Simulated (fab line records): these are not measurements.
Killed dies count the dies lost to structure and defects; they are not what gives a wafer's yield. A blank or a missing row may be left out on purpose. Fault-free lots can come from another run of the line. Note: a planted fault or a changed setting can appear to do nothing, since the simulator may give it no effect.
Comparing a struck lot with a sound one :: flow berkeley-cmos170 :: 15 steps out of a route of 331
Sound: the wafers L541.1, L541.2, L541.3. Wafers struck: L547.1, L547.5, L547.6. At the end, the cause is stated.
Each step with rows lists, per side, the tool, then ch with its chambers, then its first start. Under that, the readings that differ: sound wafers :: struck wafers :: difference of the means :: sigmas: that difference in standard deviations of wafers without a fault.
alike: a reading whose means differ by less than 2 such deviations, as well as words and numbers matching on both sides. not compared: withheld readings; readings where some wafer has no value; bounds like >300 that might hide an equal value; numbers whose values overlap and for which the record gives no deviation.
The two part at a step that has a row with sigmas, a row that says differs or no value, or rows on one side only. Numbers that have no deviation but don't overlap get no sigmas and don't part them. A reading missing from all wafers of one side parts the sides only when that side holds two or more wafers.

first, 1 step without rows for these wafers: UCB170_CONTACT_CLEAN_20 (cleans in SPM, time 600 s).
UCB170_M1_SPUTTER_00: material Al, target thk 600 nm, time 80 s.
  sound on pvd-sputter-01 at day 7 10:45; struck on pvd-sputter-03 at day 8 19:40
  alike: throttle-valve-pct
UCB170_M1_RS_MEAS_01: a four-point-probe measurement.
  sound on film-metro-02 at day 7 10:49; struck on film-metro-02 at day 8 19:44
reading: M1_AL_RS (ohm/sq)
sound: 0.0474 0.0478 0.0474
struck: 0.0489 0.0488 0.0489
difference: +0.0013
sigmas: +2
UCB170_M1_THK_MEAS_02: measures by xrf.
  sound on film-metro-02 at day 7 10:56; struck on film-metro-02 at day 8 19:52
reading: M1_AL_THK (nm)
sound: 624 621 623
struck: 606 603 604
difference: -18
sigmas: -2
then, 6 steps without rows for these wafers: UCB170_M1_COAT_03; UCB170_M1_COAT_04 (resist thk 900 nm); UCB170_M1_SOFTBAKE_05 (time 60 s); UCB170_M1_EXPOSE_06 (exposes mask METAL1, target cd 700 nm); UCB170_M1_PEB_07; UCB170_M1_DEVELOP_08 (develop time 45 s).
UCB170_M1_CD_MEAS_09 targets a cd of 700 nm.
  sound on cd-sem-01 at day 7 11:58; struck on cd-sem-02 at day 8 20:58
reading: cd-nm (nm)
sound: 703.1 701.8 702.9
struck: 696.5 696.1 696.9
difference: -6.1
sigmas: -4
UCB170_M1_OVL_MEAS_10:
  sound on overlay-01 at day 7 12:05; struck on overlay-02 at day 8 21:05
  alike: M1_OVL
UCB170_M1_ETCH_11: etches BARC in N2/H2.
  sound on rie-diel-01 ch 0,2,3, day 7 12:07; struck on rie-diel-01 ch 1,2, day 8 21:07
reading: bias-w (W)
sound: 99.8 100.1 100.1
struck: 102.7 102.8 102.6
difference: +2.7
sigmas: +9
  alike: drypump-motor-current-A, oes-product-au, throttle-valve-pct
UCB170_M1_METAL_ETCH_12: etches Al in Cl2/BCl3, stops on PSG, target depth 780 nm, time 130 s.
  sound on rie-metal-03 ch 1, day 7 12:10; struck on rie-metal-04 ch 0,1, day 8 21:10
  alike: bias-w, drypump-motor-current-A, oes-product-au, throttle-valve-pct
  not compared: rf-hours-counter-h
following that, these wafers have no rows for 1 step: UCB170_M3_PROBE_99.

## WHERE THEY PART
First at UCB170_M1_RS_MEAS_01; last, within this record, at UCB170_M1_ETCH_11. Later steps at which nothing parts them and some readings are alike: UCB170_M1_METAL_ETCH_12.

WHY: whatever the simulator had introduced
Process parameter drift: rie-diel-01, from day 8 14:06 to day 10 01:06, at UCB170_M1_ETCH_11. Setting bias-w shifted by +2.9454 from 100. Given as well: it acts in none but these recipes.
